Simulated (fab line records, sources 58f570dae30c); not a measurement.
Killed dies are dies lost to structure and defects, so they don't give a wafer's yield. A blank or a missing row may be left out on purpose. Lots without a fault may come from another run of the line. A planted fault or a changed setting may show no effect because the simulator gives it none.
Which tool did it? | flow berkeley_cmos170 | 12 lots, 36 wafers sampled, at 3 steps of a route of 331

WHAT THE GAUGES READ, wafer by wafer
UCB170_SDANNEAL_RS_MEAS_02: measures by four-point-probe. Usual: PSD_RS 75.5 ohm/sq, standard deviation 0.38.
lot  | measured     | on            | PSD_RS (ohm/sq)               | flag
L731 | day 8 15:23  | film_metro-03 | 75.5 75.3 75.6                |
L732 | day 8 15:40  | film_metro-01 | 75.6 75.8 75.7                |
L733 | day 8 18:53  | film_metro-03 | 75.3 75.5 75.7                |
L740 | day 9 21:15  | film_metro-01 | 73.1 72.5 72.9 73.1 72.8 73.1 | OFF
L738 | day 9 21:27  | film_metro-02 | 75.2 75.1 75.2                |
L742 | day 10 07:21 | film_metro-02 | 72.8 72.7 72.4 72.8 72.9 72.5 | OFF
L745 | day 10 19:33 | film_metro-03 | 75.8 76.0 76.4                |
L746 | day 11 05:11 | film_metro-03 | 75.7 75.8 75.8                |
L749 | day 11 05:50 | film_metro-02 | 75.3 75.6 75.5                |
L753 | day 12 12:01 | film_metro-02 | 75.4 75.3 75.3                |
L751 | day 12 12:17 | film_metro-01 | 75.7 75.1 75.3                |
L754 | day 12 13:19 | film_metro-03 | 75.7 75.7 75.8                |

WHICH TOOL RAN EACH LOT (tool, then ch and the chambers of the sampled wafers, then the start)
lot  | UCB170_PSD_IMPLANT_08           | UCB170_PSD_STRIP_09
L731 | implanter-02 ch 0, day 8 09:01  | plasma_asher-04 ch 0,1, day 8 09:10
L732 | implanter-03 ch 0, day 8 09:20  | plasma_asher-02 ch 0,1, day 8 09:28
L733 | implanter-02 ch 0, day 8 15:57  | plasma_asher-02 ch 0, day 8 16:04
L740 | implanter-02 ch 0, day 9 15:38  | plasma_asher-02 ch 0,1, day 9 15:47
L738 | implanter-03 ch 0, day 9 16:20  | plasma_asher-04 ch 0,1, day 9 16:27
L742 | implanter-02 ch 0, day 10 03:40 | plasma_asher-03 ch 0, day 10 03:47
L745 | implanter-03 ch 0, day 10 14:35 | plasma_asher-04 ch 0,1, day 10 14:43
L746 | implanter-03 ch 0, day 11 00:55 | plasma_asher-03 ch 0,1, day 11 01:04
L749 | implanter-01 ch 0, day 11 01:12 | plasma_asher-04 ch 0,1, day 11 01:20
L753 | implanter-03 ch 0, day 12 09:05 | plasma_asher-04 ch 0,1, day 12 09:14
L751 | implanter-01 ch 0, day 12 09:13 | plasma_asher-03 ch 0,1, day 12 09:22
L754 | implanter-03 ch 0, day 12 09:29 | plasma_asher-04 ch 0,1, day 12 09:37
- UCB170_PSD_IMPLANT_08
- UCB170_PSD_STRIP_09: strips in O2.

WHAT THE TOOLS THEMSELVES READ (means of the sampled wafers that have a number; where no wafer has one, the mark that the record gives instead)
UCB170_PSD_IMPLANT_08. Usual: dose_ions_cm2 3e+15, standard deviation 3.4e+12.
lot  | tool         | dose_ions_cm2 | flag
L731 | implanter-02 | 3e+15         |
L732 | implanter-03 | 3e+15         |
L733 | implanter-02 | 3e+15         |
L740 | implanter-02 | 3e+15         |
L738 | implanter-03 | 3e+15         |
L742 | implanter-02 | 3e+15         |
L745 | implanter-03 | 3e+15         |
L746 | implanter-03 | 3e+15         |
L749 | implanter-01 | 3e+15         |
L753 | implanter-03 | 3e+15         |
L751 | implanter-01 | 3e+15         |
L754 | implanter-03 | 3e+15         |

UCB170_PSD_STRIP_09. Usual: drypump_motor_current_A 5.5 A, standard deviation 0.49; oes_product_au 0.600 a.u., standard deviation 0.0046; strip_time_to_endpoint_s 29.38 s, standard deviation 0.089.
lot  | tool            | drypump_motor_current_A (A) | oes_product_au (a.u.) | strip_time_to_endpoint_s (s) | flag
L731 | plasma_asher-04 | 5.5                         | 0.601                 | 29.39                        |
L732 | plasma_asher-02 | 5.2                         | 0.602                 | 29.31                        |
L733 | plasma_asher-02 | 4.9                         | 0.602                 | 29.25                        |
L740 | plasma_asher-02 | 5.4                         | 0.596                 | 29.94                        | OFF
L738 | plasma_asher-04 | 5.6                         | 0.606                 | 29.45                        |
L742 | plasma_asher-03 | 6.7                         | 0.594                 | 30.00                        | OFF
L745 | plasma_asher-04 | 5.3                         | 0.597                 | 29.28                        |
L746 | plasma_asher-03 | 6.2                         | 0.597                 | 29.42                        |
L749 | plasma_asher-04 | 5.3                         | 0.601                 | 29.36                        |
L753 | plasma_asher-04 | 5.4                         | 0.599                 | 29.37                        |
L751 | plasma_asher-03 | 6.3                         | 0.601                 | 29.35                        |
L754 | plasma_asher-04 | 5.3                         | 0.594                 | 29.31                        |

THE ANSWER, worked out from the rows above alone
Rule: a lot is off if the mean of its wafers that have a number lies more than 3 standard deviations from the usual mean. A lot without any number at a reading at which 4 lots or more have one is off too. The other lots that the step has rows for count as sound. The gauges are gone through in route order, then the tools' own readings, and for those a lot's mean is taken as printed above. The first step at which some lot is off is used, and at that step the reading that is off furthest; a lot without a number counts as furthest.
Off: L740, L742, at UCB170_SDANNEAL_RS_MEAS_02 (PSD_RS).
A tool fits if, at a process step before that reading, it ran every lot that is off, and no sound lot after the first of them. The gauges at UCB170_SDANNEAL_RS_MEAS_02 aren't tried: what is off there is off at UCB170_PSD_STRIP_09 too, on other tools, and a gauge's error can't cause that. One fits: implanter-02 at UCB170_PSD_IMPLANT_08. Its last sound lot is L733 (day 8 15:57), its first lot that is off L740 (day 9 15:38): a fault that began between those two fits.

WHAT THE SIMULATOR HAD PUT IN
Process parameter drift: implanter-02, from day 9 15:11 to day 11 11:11, at UCB170_PSD_IMPLANT_08. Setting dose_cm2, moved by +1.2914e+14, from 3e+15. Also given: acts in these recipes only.
Lots struck among those shown: L740, L742. The rule above found the same.
